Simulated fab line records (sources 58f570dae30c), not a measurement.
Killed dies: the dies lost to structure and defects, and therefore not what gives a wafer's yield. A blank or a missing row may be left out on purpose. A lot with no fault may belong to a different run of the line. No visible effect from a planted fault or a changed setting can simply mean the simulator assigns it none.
Problem report, 8D (eight disciplines) form, completed by code    flow berkeley_cmos170    the parts of the form that need people (team, actions taken, sign-off) are left out

## 1. WHAT WENT WRONG
Wafers free of any fault read 0.0321 ohm/sq (standard deviation 0.00033) for M3_AL_RS at UCB170_M3_RS_MEAS_02, against a mean of 0.0490 ohm/sq on 2 wafers of 2 lots. Relative to the usual mean, that is a shift of +51 standard deviations.
The step: measures by four-point-probe.
First observed at day 10 05:57: wafer L735.1, on film_metro-01. The record has a number at this step for 18 wafers belonging to 6 lots. By rule, "out" or "out of limits" means more than 4 standard deviations away from the usual mean. The other wafers with a number count as sound.

## 2. WHAT THIS IS AND IS NOT
question                     is                            is not
which readings at this step  M3_AL_RS                      -
which lots                   L735, L739                    L724, L725, L742, L743
which wafers of those lots   L735.1, L739.3                L735.3, L735.5, L739.2, L739.6
read on which gauges         film_metro-01, film_metro-03  -
when                         from day 10 05:57             up to then (8 sound wafers); but 8 sound wafers of L739, L742, L743 came after

## 3. THE SUSPECTS, EACH WITH WHAT RULES IT OUT
Counting: if a tool at a process step up to the reading ran every lot that is out, it stays a suspect. Sound lots after the first of them don't rule it out here, since some wafers of a struck lot are sound.
- the gauge at UCB170_M3_RS_MEAS_02: ruled out. Those wafers that are out were read across 2 gauges (film_metro-01, film_metro-03).
- pvd_sputter-02 at UCB170_M3_SPUTTER_01 (material Al, target thk 900 nm, time 120 s): kept. It ran every lot that is out, first L735 (day 10 05:52); its last sound lot up to then is L724 (day 8 02:51).
Left after counting: pvd_sputter-02 at UCB170_M3_SPUTTER_01.

## 4. THE CAUSE (what the simulator had put in)
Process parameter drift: pvd_sputter-02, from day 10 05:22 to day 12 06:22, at UCB170_M3_SPUTTER_01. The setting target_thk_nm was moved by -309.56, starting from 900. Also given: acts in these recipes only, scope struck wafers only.
Counting left only this tool.

## 5. SEQUENCE OF EFFECTS, ordered by route
Each row: a reading whose mean over the struck wafers that have a number lies more than 3 standard deviations from the usual. Only readings for which the record gives a usual standard deviation are gone through. hours: the time from each lot's start at the first step in this table that gives one to its start at this step, as a median over the lots. sigmas: the change in usual standard deviations.
hours  step                     reading         usual          on struck wafers  change   sigmas
0      UCB170_M3_RS_MEAS_02     M3_AL_RS        0.0321 ohm/sq  0.0490            +0.0169  +51
0      UCB170_M3_THK_MEAS_03    M3_AL_THK       908 nm         600               -308     -24
3      UCB170_M3_METAL_ETCH_18  oes_product_au  0.852 a.u.     0.683             -0.169   -12
Here are the process steps it includes:
- UCB170_M3_METAL_ETCH_18: etches Al in Cl2/BCl3, stops on SiO2, target depth 1170 nm, time 195 s.
Later steps that measure or inspect, where all struck wafers having a row at the step show a number for every such reading and not one has moved that far: UCB170_M3_CD_MEAS_15, UCB170_M3_OVL_MEAS_16.

## 6. WHAT WOULD HAVE CAUGHT IT SOONER
In this record the first reading out of limits at a measuring or inspecting step was taken at day 10 05:57, 1 hour after the fault began at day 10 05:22.
An alarm limit of 4 standard deviations would not have fired on the tool readings at UCB170_M3_SPUTTER_01 for which the record gives a usual standard deviation, since none of them was out on any struck wafer.
L739, from the lots that are out (2), started UCB170_M3_SPUTTER_01 on pvd_sputter-02 later than day 10 05:57. Putting the tool on hold at that point would have spared it.
